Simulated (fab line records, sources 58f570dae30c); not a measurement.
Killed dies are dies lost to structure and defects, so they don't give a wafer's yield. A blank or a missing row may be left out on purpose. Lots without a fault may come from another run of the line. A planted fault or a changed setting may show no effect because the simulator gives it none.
Split-lot experiment | flow berkeley_cmos170 | 5 lots, 23 wafers read, on a route of 331 steps

THE SPLIT
At UCB170_SCREENOX_OXIDATION_01 (target thk 14.4 nm, ox time 2400 s), the setting ox_time_s was moved away from the recipe's 2400 s on 15 of the 23 wafers read, by -5.1% to +3.9%. The other wafers ran this setting at the recipe's value.

The reading is taken at the split's own step.

THE READING
SiO2_of_SCREENOX_OXIDATION_01.thk_nm (the simulator's own value, which no gauge read), in nm, at UCB170_SCREENOX_OXIDATION_01 (target thk 14.4 nm, ox time 2400 s). The file gives no usual value for it. The 8 wafers here that ran the recipe average 14.27 nm, standard deviation 0.28 nm.

wafer  | tool, chamber at the split | ox_time_s as run, s | against the recipe | SiO2_of_SCREENOX_OXIDATION_01.thk_nm, nm | against lot-mates on the recipe
L074.1 | furnace-04, 0              | 2400                | recipe             | 14.57                                    | -
L074.2 | furnace-04, 0              | 2400                | recipe             | 14.6                                     | -
L074.6 | furnace-04, 0              | 2400                | recipe             | 14.67                                    | -
L076.2 | -, -                       | 2400                | recipe             | 14.07                                    | -
L076.3 | -, -                       | 2400                | recipe             | 14.06                                    | -
L076.4 | -, -                       | 2400                | recipe             | 13.88                                    | -
L076.5 | -, -                       | 2400                | recipe             | 14.12                                    | -
L076.6 | -, -                       | 2400                | recipe             | 14.19                                    | -
L078.1 | -, -                       | 2493                | +3.9%              | 15.18                                    | no lot-mate on the recipe
L078.2 | -, -                       | 2493                | +3.9%              | 15.05                                    | no lot-mate on the recipe
L078.4 | -, -                       | 2493                | +3.9%              | 15.05                                    | no lot-mate on the recipe
L078.5 | -, -                       | 2493                | +3.9%              | 15.15                                    | no lot-mate on the recipe
L078.6 | -, -                       | 2493                | +3.9%              | 15.12                                    | no lot-mate on the recipe
L082.1 | -, -                       | 2277                | -5.1%              | 13.64                                    | no lot-mate on the recipe
L082.3 | -, -                       | 2277                | -5.1%              | 13.8                                     | no lot-mate on the recipe
L082.4 | -, -                       | 2277                | -5.1%              | 13.83                                    | no lot-mate on the recipe
L082.5 | -, -                       | 2277                | -5.1%              | 13.46                                    | no lot-mate on the recipe
L082.6 | -, -                       | 2277                | -5.1%              | 13.72                                    | no lot-mate on the recipe
L083.1 | -, -                       | 2493                | +3.9%              | 14.73                                    | no lot-mate on the recipe
L083.2 | -, -                       | 2493                | +3.9%              | 14.73                                    | no lot-mate on the recipe
L083.4 | -, -                       | 2493                | +3.9%              | 14.67                                    | no lot-mate on the recipe
L083.5 | -, -                       | 2493                | +3.9%              | 14.7                                     | no lot-mate on the recipe
L083.6 | -, -                       | 2493                | +3.9%              | 14.78                                    | no lot-mate on the recipe

THE FIT
A straight line over all 23 wafers: SiO2_of_SCREENOX_OXIDATION_01.thk_nm changes by +0.138 nm for each +1% of ox_time_s; r = +0.90; the points scatter about the line by 0.24 nm.
Too few moved wafers have a lot-mate on the recipe to fit a line with each lot's own level taken away.

THE FILE'S OWN FIT
SiO2_of_SCREENOX_OXIDATION_01.thk_nm changes by +0.138 nm for each +1% of ox_time_s, r = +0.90.
